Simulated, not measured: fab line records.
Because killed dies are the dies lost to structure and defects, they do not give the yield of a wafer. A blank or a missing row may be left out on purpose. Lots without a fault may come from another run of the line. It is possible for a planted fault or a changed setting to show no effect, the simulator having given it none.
fab line records + flow berkeleyCmos170
record
- lots=15
- wafers=45
- lastDay=14
route steps=331 shown GATE@143 NLDD@164 SDANNEAL@204 CONTACT@217
lots untouched by any fault: they come from a run of this same line in which no faults occurred
startH: hours from the record's first day to the start of the lot's first wafer shown + waitH: how many hours have passed since the lot's step before this one + " as in the row above + L1.1+2: one row covering several wafers at once + - either no value or no given start + * or withheld: withheld + < > ~ a bound
route shown NAME@n: names a module that has steps shown in the file, with the first one's number in the route + usual: mean/standard deviation of fault-free wafers + same: alike in all rows + chamber/n: place in a boat + sites: the reading at each site + _std_site: how widely they spread, as a standard deviation + _edge_site: mean of outer sites minus mean of inner sites + radiusMm: for every site, how far away it sits from the centre of the wafer + mask NAME#n: copy n + behind: tool/chamber where the wafer was last shaped + hold: reason for holding the lot/hours on hold/outcome of the hold + device: names the non-switching transistor (n, p or np) + end of line: the tests these same wafers got at the end of their route + for a step that has no rows: nothing shown but its recipe + killed: at the first sort, the dies lost to defects and structure; wafer yield is something else + map: a wafer's dies, marking killed ones x, the rest . and places with no die _
set.NAME: setting as actually run; set.NAME@STEP: the setting as run at that earlier step + model.NAME: the simulator's own value behind a step, which no gauge read
a sample of lots followed through the steps of the route, with each step as a table and each wafer as a row
services: from which hour (startH, from the record's first day; less than 0 if before it) a tool's chamber was out of use, for how many hours, and why
## steps
# step UCB170_GATE_CD_MEAS_90
# recipe
- targetCdNm=350
# usual
- cdNm=350.3/1.6
| lot.wafer | tool     | chamber | startH | waitH | cdNm  |
|-----------|----------|---------|--------|-------|-------|
| L706.1    | cdSem-02 | -       | 155.61 | 0.1   | 351.7 |
| L706.2    | "        | -       | "      | "     | 351.7 |
| L706.3    | "        | -       | "      | "     | 351.3 |
| L707.2    | cdSem-01 | -       | 167.94 | 0.1   | 347.4 |
| L707.3    | "        | -       | "      | "     | 350.6 |
| L707.4    | "        | -       | "      | "     | 347.2 |
| L710.1    | cdSem-01 | -       | 190.07 | 0.1   | 352.2 |
| L710.2    | "        | -       | "      | "     | 350.3 |
| L710.5    | "        | -       | "      | "     | 349.2 |
| L711.1    | cdSem-01 | -       | 190.28 | 0.1   | 350.9 |
| L711.5    | "        | -       | "      | "     | 350.8 |
| L711.6    | "        | -       | "      | "     | 352.5 |
| L708.1    | cdSem-02 | -       | 190.32 | 0.1   | 349.3 |
| L708.2    | "        | -       | "      | "     | 348.6 |
| L708.4    | "        | -       | "      | "     | 349.7 |
| L709.1    | cdSem-01 | -       | 190.55 | 0.1   | 347.0 |
| L709.2    | "        | -       | "      | "     | 350.4 |
| L709.4    | "        | -       | "      | "     | 348.8 |
| L712.4    | cdSem-02 | -       | 208.96 | 0.1   | 347.8 |
| L712.5    | "        | -       | "      | "     | 347.8 |
| L712.6    | "        | -       | "      | "     | 347.3 |
| L714.1    | cdSem-01 | -       | 227.58 | 0.1   | 354.4 |
| L714.5    | "        | -       | "      | "     | 351.1 |
| L714.6    | "        | -       | "      | "     | 351.5 |
| L719.1    | cdSem-02 | -       | 246.86 | 0.1   | 351.6 |
| L719.4    | "        | -       | "      | "     | 350.8 |
| L719.6    | "        | -       | "      | "     | 350.0 |
| L718.1    | cdSem-01 | -       | 247.37 | 0.1   | 349.4 |
| L718.2    | "        | -       | "      | "     | 352.4 |
| L718.5    | "        | -       | "      | "     | 349.8 |
| L721.1    | cdSem-02 | -       | 260.51 | 0.1   | 348.5 |
| L721.2    | "        | -       | "      | "     | 351.9 |
| L721.3    | "        | -       | "      | "     | 351.8 |
| L722.1    | cdSem-02 | -       | 260.63 | 0.1   | 351.6 |
| L722.5    | "        | -       | "      | "     | 349.7 |
| L722.6    | "        | -       | "      | "     | 350.3 |
| L720.2    | cdSem-01 | -       | 260.89 | 0.1   | 350.7 |
| L720.4    | "        | -       | "      | "     | 349.2 |
| L720.5    | "        | -       | "      | "     | 350.2 |
| L727.2    | cdSem-01 | -       | 298.81 | 0.1   | 349.0 |
| L727.4    | "        | -       | "      | "     | 348.1 |
| L727.6    | "        | -       | "      | "     | 347.5 |
| L729.1    | cdSem-02 | -       | 304.39 | 0.1   | 351.4 |
| L729.2    | "        | -       | "      | "     | 351.6 |
| L729.4    | "        | -       | "      | "     | 350.4 |
# step UCB170_NLDD_CD_MEAS_06
# recipe
- targetCdNm=1200
# usual
- cdNm=1200.0/1.4
| lot.wafer | tool     | chamber | startH | waitH | cdNm   |
|-----------|----------|---------|--------|-------|--------|
| L706.1    | cdSem-02 | -       | 159.04 | -     | 1198.0 |
| L706.2    | "        | -       | "      | "     | 1200.2 |
| L706.3    | "        | -       | "      | "     | 1199.3 |
| L707.2    | cdSem-02 | -       | 173.17 | -     | 1200.5 |
| L707.3    | "        | -       | "      | "     | 1200.6 |
| L707.4    | "        | -       | "      | "     | 1200.3 |
| L710.1    | cdSem-02 | -       | 193.92 | -     | 1198.0 |
| L710.2    | "        | -       | "      | "     | 1198.0 |
| L710.5    | "        | -       | "      | "     | 1198.3 |
| L711.1    | cdSem-01 | -       | 194.20 | -     | 1199.0 |
| L711.5    | "        | -       | "      | "     | 1200.0 |
| L711.6    | "        | -       | "      | "     | 1199.5 |
| L708.1    | cdSem-02 | -       | 194.25 | -     | 1198.5 |
| L708.2    | "        | -       | "      | "     | 1197.6 |
| L708.4    | "        | -       | "      | "     | 1198.5 |
| L709.1    | cdSem-02 | -       | 194.57 | -     | 1201.9 |
| L709.2    | "        | -       | "      | "     | 1200.0 |
| L709.4    | "        | -       | "      | "     | 1199.4 |
| L712.4    | cdSem-01 | -       | 212.08 | -     | 1201.1 |
| L712.5    | "        | -       | "      | "     | 1199.8 |
| L712.6    | "        | -       | "      | "     | 1200.5 |
| L714.1    | cdSem-02 | -       | 232.26 | -     | 1198.5 |
| L714.5    | "        | -       | "      | "     | 1197.3 |
| L714.6    | "        | -       | "      | "     | 1198.8 |
| L719.1    | cdSem-02 | -       | 252.14 | -     | 1197.6 |
| L719.4    | "        | -       | "      | "     | 1197.9 |
| L719.6    | "        | -       | "      | "     | 1197.1 |
| L718.1    | cdSem-01 | -       | 254.23 | -     | 1197.4 |
| L718.2    | "        | -       | "      | "     | 1198.1 |
| L718.5    | "        | -       | "      | "     | 1197.8 |
| L721.1    | cdSem-02 | -       | 264.11 | -     | 1200.7 |
| L721.2    | "        | -       | "      | "     | 1201.0 |
| L721.3    | "        | -       | "      | "     | 1200.9 |
| L722.1    | cdSem-01 | -       | 264.83 | -     | 1202.6 |
| L722.5    | "        | -       | "      | "     | 1201.6 |
| L722.6    | "        | -       | "      | "     | 1201.7 |
| L720.2    | cdSem-02 | -       | 265.19 | -     | 1200.3 |
| L720.4    | "        | -       | "      | "     | 1200.8 |
| L720.5    | "        | -       | "      | "     | 1201.8 |
| L727.2    | cdSem-01 | -       | 303.23 | -     | 1202.4 |
| L727.4    | "        | -       | "      | "     | 1201.7 |
| L727.6    | "        | -       | "      | "     | 1202.1 |
| L729.1    | cdSem-01 | -       | 307.32 | -     | 1201.4 |
| L729.2    | "        | -       | "      | "     | 1202.4 |
| L729.4    | "        | -       | "      | "     | 1201.2 |
# step UCB170_SDANNEAL_RTA_00
# recipe
- tempC=900
- timeS=10
- ambient=N2
# usual
- lampPowerPct=23.6/1.1
- wafer_temp_C_max=905.0/1.4
# same
- timeS=10
| lot.wafer | tool         | chamber | startH | waitH | lampPowerPct | wafer_temp_C_max |
|-----------|--------------|---------|--------|-------|--------------|------------------|
| L706.1    | rtpAnneal-01 | 0       | 175.69 | 0.0   | 24.9         | 905.5            |
| L706.2    | "            | 0       | "      | "     | 24.9         | 907.5            |
| L706.3    | "            | 0       | "      | "     | 24.9         | 905.7            |
| L707.2    | rtpAnneal-02 | 0       | 189.94 | 0.0   | 22.6         | 903.6            |
| L707.3    | "            | 0       | "      | "     | 22.6         | 904.3            |
| L707.4    | "            | 0       | "      | "     | 22.6         | 904.4            |
| L710.1    | rtpAnneal-01 | 0       | 211.62 | 0.0   | 24.9         | 904.6            |
| L710.2    | "            | 0       | "      | "     | 24.9         | 905.5            |
| L710.5    | "            | 0       | "      | "     | 24.9         | 906.4            |
| L711.1    | rtpAnneal-02 | 0       | 211.94 | 0.0   | 22.6         | 904.0            |
| L711.5    | "            | 0       | "      | "     | 22.6         | 903.8            |
| L711.6    | "            | 0       | "      | "     | 22.6         | 903.6            |
| L708.1    | rtpAnneal-01 | 0       | 212.22 | 0.0   | 24.9         | 905.6            |
| L708.2    | "            | 0       | "      | "     | 24.9         | 905.1            |
| L708.4    | "            | 0       | "      | "     | 24.9         | 903.8            |
| L709.1    | rtpAnneal-02 | 0       | 212.43 | 0.0   | 22.6         | 904.1            |
| L709.2    | "            | 0       | "      | "     | 22.6         | 902.7            |
| L709.4    | "            | 0       | "      | "     | 22.6         | 903.7            |
| L712.4    | rtpAnneal-01 | 0       | 228.03 | 0.1   | 24.9         | 907.5            |
| L712.5    | "            | 0       | "      | "     | 24.9         | 906.6            |
| L712.6    | "            | 0       | "      | "     | 24.9         | 905.3            |
| L714.1    | rtpAnneal-02 | 0       | 250.92 | 0.0   | 22.6         | 904.3            |
| L714.5    | "            | 0       | "      | "     | 22.6         | 903.0            |
| L714.6    | "            | 0       | "      | "     | 22.6         | 903.7            |
| L718.1    | rtpAnneal-01 | 0       | 271.74 | 0.0   | 24.9         | 904.6            |
| L718.2    | "            | 0       | "      | "     | 24.9         | 906.2            |
| L718.5    | "            | 0       | "      | "     | 24.9         | 910.2            |
| L719.1    | rtpAnneal-02 | 0       | 272.21 | 0.0   | 22.6         | 904.3            |
| L719.4    | "            | 0       | "      | "     | 22.6         | 903.6            |
| L719.6    | "            | 0       | "      | "     | 22.6         | 904.8            |
| L721.1    | rtpAnneal-02 | 0       | 277.50 | 0.0   | 22.6         | 903.6            |
| L721.2    | "            | 0       | "      | "     | 22.6         | 905.1            |
| L721.3    | "            | 0       | "      | "     | 22.6         | 904.2            |
| L720.2    | rtpAnneal-02 | 0       | 278.00 | 0.0   | 22.7         | 904.1            |
| L720.4    | "            | 0       | "      | "     | 22.6         | 904.3            |
| L720.5    | "            | 0       | "      | "     | 22.6         | 904.2            |
| L722.1    | rtpAnneal-01 | 0       | 278.17 | 0.0   | 24.9         | 906.2            |
| L722.5    | "            | 0       | "      | "     | 24.9         | 906.7            |
| L722.6    | "            | 0       | "      | "     | 24.8         | 904.4            |
| L727.2    | rtpAnneal-02 | 0       | 317.53 | 0.0   | 22.6         | 903.8            |
| L727.4    | "            | 0       | "      | "     | 22.6         | 904.1            |
| L727.6    | "            | 0       | "      | "     | 22.6         | 904.9            |
| L729.1    | rtpAnneal-01 | 0       | 317.65 | 0.1   | 24.9         | 905.6            |
| L729.2    | "            | 0       | "      | "     | 24.9         | 904.9            |
| L729.4    | "            | 0       | "      | "     | 24.9         | 909.3            |
# step UCB170_CONTACT_CVD_01
# recipe
- material=PSG
- targetThkNm=700
- tempC=450
- precursor=SiH4/O2/PH3
- timeS=2820
- pressureMtorr=300
- sih4FlowSccm=60
- o2FlowSccm=90
- ph3FlowSccm=25
# usual
- sih4FlowSccm=59.96/0.16
| lot.wafer | tool     | chamber | startH | waitH | sih4FlowSccm |
|-----------|----------|---------|--------|-------|--------------|
| L706.1    | lpcvd-02 | 1       | 177.47 | 0.6   | 59.94        |
| L706.2    | "        | 1       | "      | "     | 59.91        |
| L706.3    | "        | 1       | "      | "     | 59.92        |
| L707.2    | lpcvd-01 | 0       | 191.10 | 0.0   | 59.50        |
| L707.3    | "        | 0       | "      | "     | 59.86        |
| L707.4    | "        | 0       | "      | "     | 59.89        |
| L710.1    | lpcvd-01 | 1       | 212.77 | 0.0   | 59.92        |
| L710.2    | "        | 1       | "      | "     | 59.77        |
| L710.5    | "        | 1       | "      | "     | 60.02        |
| L711.1    | lpcvd-02 | 0       | 213.14 | 0.0   | 60.06        |
| L711.5    | "        | 0       | "      | "     | 60.07        |
| L711.6    | "        | 0       | "      | "     | 59.82        |
| L708.1    | lpcvd-01 | 0       | 214.55 | 1.2   | 59.95        |
| L708.2    | "        | 0       | "      | "     | 59.94        |
| L708.4    | "        | 0       | "      | "     | 59.82        |
| L709.1    | lpcvd-01 | 1       | 214.55 | 1.0   | 59.99        |
| L709.2    | "        | 1       | "      | "     | 60.00        |
| L709.4    | "        | 1       | "      | "     | 59.86        |
| L712.4    | lpcvd-02 | 0       | 230.33 | 1.0   | 59.76        |
| L712.5    | "        | 0       | "      | "     | 59.91        |
| L712.6    | "        | 0       | "      | "     | 60.02        |
| L714.1    | lpcvd-01 | 0       | 252.21 | 0.0   | 59.82        |
| L714.5    | "        | 0       | "      | "     | 60.15        |
| L714.6    | "        | 0       | "      | "     | 60.07        |
| L718.1    | lpcvd-02 | 0       | 273.07 | 0.0   | 60.09        |
| L718.2    | "        | 0       | "      | "     | 59.90        |
| L718.5    | "        | 0       | "      | "     | 59.91        |
| L719.1    | lpcvd-01 | 1       | 273.66 | 0.3   | 59.96        |
| L719.4    | "        | 1       | "      | "     | 60.12        |
| L719.6    | "        | 1       | "      | "     | 59.80        |
| L721.1    | lpcvd-02 | 0       | 278.71 | 0.0   | 60.14        |
| L721.2    | "        | 0       | "      | "     | 60.19        |
| L721.3    | "        | 0       | "      | "     | 60.06        |
| L720.2    | lpcvd-01 | 1       | 279.15 | 0.0   | 59.94        |
| L720.4    | "        | 1       | "      | "     | 60.00        |
| L720.5    | "        | 1       | "      | "     | 60.16        |
| L722.1    | lpcvd-02 | 1       | 280.50 | 1.0   | 59.98        |
| L722.5    | "        | 1       | "      | "     | 59.97        |
| L722.6    | "        | 1       | "      | "     | 59.96        |
| L727.2    | lpcvd-01 | 1       | 319.96 | 1.1   | 60.14        |
| L727.4    | "        | 1       | "      | "     | 60.12        |
| L727.6    | "        | 1       | "      | "     | 60.16        |
| L729.1    | lpcvd-01 | 0       | 319.96 | 0.8   | 59.99        |
| L729.2    | "        | 0       | "      | "     | 60.04        |
| L729.4    | "        | 0       | "      | "     | 59.92        |
# step UCB170_CONTACT_THK_MEAS_02
# recipe
- reads=PSG_of_CONTACT_CVD_01
# usual
- CONTACT_PSG_THK=700/8.2
| lot.wafer | tool         | chamber | startH | waitH | CONTACT_PSG_THK[nm] |
|-----------|--------------|---------|--------|-------|---------------------|
| L706.1    | filmMetro-04 | -       | 179.25 | 0.0   | 699                 |
| L706.2    | "            | -       | "      | "     | 704                 |
| L706.3    | "            | -       | "      | "     | 705                 |
| L707.2    | filmMetro-02 | -       | 192.90 | 0.0   | 700                 |
| L707.3    | "            | -       | "      | "     | 701                 |
| L707.4    | "            | -       | "      | "     | 701                 |
| L710.1    | filmMetro-02 | -       | 214.55 | 0.0   | 702                 |
| L710.2    | "            | -       | "      | "     | 692                 |
| L710.5    | "            | -       | "      | "     | 696                 |
| L711.1    | filmMetro-04 | -       | 214.94 | 0.0   | 690                 |
| L711.5    | "            | -       | "      | "     | 694                 |
| L711.6    | "            | -       | "      | "     | 699                 |
| L708.1    | filmMetro-03 | -       | 216.34 | 0.0   | 690                 |
| L708.2    | "            | -       | "      | "     | 697                 |
| L708.4    | "            | -       | "      | "     | 691                 |
| L709.1    | filmMetro-02 | -       | 216.34 | 0.0   | 687                 |
| L709.2    | "            | -       | "      | "     | 694                 |
| L709.4    | "            | -       | "      | "     | 691                 |
| L712.4    | filmMetro-04 | -       | 232.15 | 0.0   | 689                 |
| L712.5    | "            | -       | "      | "     | 687                 |
| L712.6    | "            | -       | "      | "     | 692                 |
| L714.1    | filmMetro-04 | -       | 253.99 | 0.0   | 712                 |
| L714.5    | "            | -       | "      | "     | 709                 |
| L714.6    | "            | -       | "      | "     | 711                 |
| L718.1    | filmMetro-03 | -       | 274.85 | 0.1   | 619                 |
| L718.2    | "            | -       | "      | "     | 621                 |
| L718.5    | "            | -       | "      | "     | 615                 |
| L719.1    | filmMetro-04 | -       | 276.33 | 0.0   | 702                 |
| L719.4    | "            | -       | "      | "     | 696                 |
| L719.6    | "            | -       | "      | "     | 697                 |
| L721.1    | filmMetro-04 | -       | 280.50 | 0.1   | 613                 |
| L721.2    | "            | -       | "      | "     | 605                 |
| L721.3    | "            | -       | "      | "     | 605                 |
| L720.2    | filmMetro-04 | -       | 280.94 | 0.0   | 700                 |
| L720.4    | "            | -       | "      | "     | 699                 |
| L720.5    | "            | -       | "      | "     | 706                 |
| L722.1    | filmMetro-03 | -       | 282.28 | 0.1   | 602                 |
| L722.5    | "            | -       | "      | "     | 606                 |
| L722.6    | "            | -       | "      | "     | 600                 |
| L729.1    | filmMetro-04 | -       | 321.75 | 0.0   | 703                 |
| L729.2    | "            | -       | "      | "     | 710                 |
| L729.4    | "            | -       | "      | "     | 710                 |
| L727.2    | filmMetro-03 | -       | 321.76 | 0.0   | 692                 |
| L727.4    | "            | -       | "      | "     | 703                 |
| L727.6    | "            | -       | "      | "     | 700                 |
# step UCB170_CONTACT_ETCH_18
# recipe
- chemistry=CHF3/CF4/Ar
- target=PSG
- stopOn=TiSi2
- CHF3_flow_sccm=45
- cf4FlowSccm=15
- Ar_flow_sccm=150
- pressureMtorr=200
- rfW=700
- targetDepthA=8400
- overEtchFrac=0.2
- timeS=195
# usual
- drypumpMotorCurrentA=5.4/0.38
- oesProductAu=0.896/0.013
- throttleValvePct=6.96/0.097
# same
- overEtchFrac=0.2
- timeS=195
| lot.wafer | tool       | chamber | startH | waitH | drypumpMotorCurrentA | oesProductAu | rfHoursCounterH | throttleValvePct |
|-----------|------------|---------|--------|-------|----------------------|--------------|-----------------|------------------|
| L706.1    | rieDiel-03 | 3       | -      | -     | 5.0                  | 0.898        | 18              | 6.93             |
| L706.2    | "          | 0       | "      | "     | 6.1                  | 0.898        | 47              | 6.93             |
| L706.3    | "          | 2       | "      | "     | 5.2                  | 0.903        | 117             | 7.12             |
| L707.2    | rieDiel-02 | 2       | -      | -     | 4.9                  | 0.877        | 72              | 7.02             |
| L707.3    | "          | 1       | "      | "     | 5.4                  | 0.913        | 95              | 6.85             |
| L707.4    | "          | 0       | "      | "     | 5.3                  | 0.912        | 92              | 6.88             |
| L710.1    | rieDiel-03 | 2       | -      | -     | 5.2                  | 0.894        | 118             | 7.12             |
| L710.2    | "          | 1       | "      | "     | 6.0                  | 0.885        | 2               | 6.89             |
| L710.5    | "          | 3       | "      | "     | 5.0                  | 0.897        | -               | 6.94             |
| L711.1    | rieDiel-01 | 2       | -      | -     | 5.2                  | 0.909        | 32              | 6.94             |
| L711.5    | "          | 1       | "      | "     | 5.2                  | 0.871        | -               | 6.91             |
| L711.6    | "          | 0       | "      | "     | 5.7                  | 0.895        | -               | 6.87             |
| L708.1    | rieDiel-03 | 0       | -      | -     | 6.1                  | 0.893        | 48              | 6.93             |
| L708.2    | "          | 1       | "      | "     | 6.0                  | 0.895        | 2               | 6.90             |
| L708.4    | "          | 2       | "      | "     | 5.2                  | 0.889        | 118             | 7.12             |
| L709.1    | rieDiel-03 | 0       | -      | -     | 6.1                  | 0.890        | 48              | 6.91             |
| L709.2    | "          | 3       | "      | "     | 5.0                  | 0.889        | 19              | 6.95             |
| L709.4    | "          | 1       | "      | "     | 6.0                  | 0.890        | 2               | 6.89             |
| L712.4    | rieDiel-01 | 1       | -      | -     | 5.2                  | 0.873        | 44              | 6.90             |
| L712.5    | "          | 3       | "      | "     | 6.0                  | 0.889        | -               | 6.99             |
| L712.6    | "          | 0       | "      | "     | 5.7                  | 0.890        | -               | 6.85             |
| L714.1    | rieDiel-02 | 3       | -      | -     | 5.3                  | 0.881        | 81              | 7.13             |
| L714.5    | "          | 3       | "      | "     | 5.3                  | 0.883        | -               | 7.15             |
| L714.6    | "          | 0       | "      | "     | 5.2                  | 0.910        | -               | 6.88             |
| L718.1    | rieDiel-03 | 3       | -      | -     | 5.0                  | 0.847        | 22              | 6.95             |
| L718.2    | "          | 2       | "      | "     | 5.2                  | 0.831        | 121             | 7.12             |
| L718.5    | "          | 2       | "      | "     | 5.2                  | 0.836        | -               | 7.12             |
| L719.1    | rieDiel-02 | 0       | -      | -     | 5.2                  | 0.902        | 95              | 6.88             |
| L719.4    | "          | 0       | "      | "     | 5.2                  | 0.902        | -               | 6.87             |
| L719.6    | "          | 2       | "      | "     | 4.9                  | 0.882        | -               | 7.01             |
| L721.1    | rieDiel-02 | 2       | -      | -     | 4.9                  | 0.813        | 75              | 7.03             |
| L721.2    | "          | 1       | "      | "     | 5.4                  | 0.838        | 98              | 6.84             |
| L721.3    | "          | 3       | "      | "     | 5.3                  | 0.802        | 82              | 7.14             |
| L720.2    | rieDiel-01 | 2       | -      | -     | 5.2                  | 0.915        | 35              | 6.93             |
| L720.4    | "          | 1       | "      | "     | 5.2                  | 0.889        | 46              | 6.90             |
| L720.5    | "          | 2       | "      | "     | 5.2                  | 0.921        | -               | 6.92             |
| L722.1    | rieDiel-02 | 1       | -      | -     | 5.4                  | 0.840        | 98              | 6.82             |
| L722.5    | "          | 0       | "      | "     | 5.2                  | 0.834        | -               | 6.88             |
| L722.6    | "          | 3       | "      | "     | 5.3                  | 0.801        | -               | 7.15             |
| L727.2    | rieDiel-01 | 3       | -      | -     | 6.0                  | 0.896        | 52              | 6.97             |
| L727.4    | "          | 2       | "      | "     | 5.2                  | 0.915        | 37              | 6.94             |
| L727.6    | "          | 0       | "      | "     | 5.7                  | 0.903        | -               | 6.86             |
| L729.1    | rieDiel-02 | 1       | -      | -     | 5.4                  | 0.908        | 100             | 6.83             |
| L729.2    | "          | 3       | "      | "     | 5.3                  | 0.879        | 84              | 7.14             |
| L729.4    | "          | 0       | "      | "     | 5.2                  | 0.904        | 97              | 6.86             |
## services
| tool       | chamber | startH | hours | kind   |
|------------|---------|--------|-------|--------|
| rieDiel-02 | 2       | 159.26 | 2.9   | repair |
| rieDiel-03 | 0       | 187.79 | 5.3   | repair |
| rieDiel-02 | -       | 206.82 | 14.6  | pm     |
| rieDiel-03 | 3       | 225.83 | 2.9   | repair |
| rieDiel-03 | 3       | 250.24 | 4.5   | repair |
| lpcvd-02   | -       | 256.93 | 0.7   | repair |
| rieDiel-02 | -       | 269.25 | 1.1   | repair |
| lpcvd-01   | -       | 270.33 | 0.7   | repair |
| rieDiel-02 | -       | 275.05 | 2.8   | pm     |
| rieDiel-02 | 3       | 315.64 | 5.7   | repair |
## key
firstSign
- step=UCB170_CONTACT_THK_MEAS_02
- reading=CONTACT_PSG_THK
- direction=down
- sigmas=11
- usual=700
- struck=609
effect
- step=UCB170_CONTACT_ETCH_18
- reading=oesProductAu
- direction=down
- sigmas=5.4
- usual=0.896
- struck=0.827
metAt UCB170_CONTACT_CVD_01
struckLots L718,L721,L722
sortLeftOut L721.1,L721.2,L721.3
testerLeftOut L718,L721,L722
notActingAt UCB170_GATE_CD_MEAS_90,UCB170_NLDD_CD_MEAS_06,UCB170_SDANNEAL_RTA_00
onsetBetween 230.33 273.07
fault
- kind=processParameterDrift
- tool=lpcvd-02
- chamber=-
- onsetH=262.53
- steps=UCB170_CONTACT_CVD_01
- channel=timeS
- offset=*
- shape=step
- endH=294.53
- actsIn=*
- stated=*
# testerLeftOut: of these lots the tester's yield and bins aren't shown, on N5 and GAA mostly nor the transistor test; their killed dies are dies lost to structure and defects alone, not to doping, threshold or leakage, so they don't give the yield
# sortLeftOut: the simulated sort isn't trusted on such a fault, so these wafers' sort isn't shown, and their yield isn't known
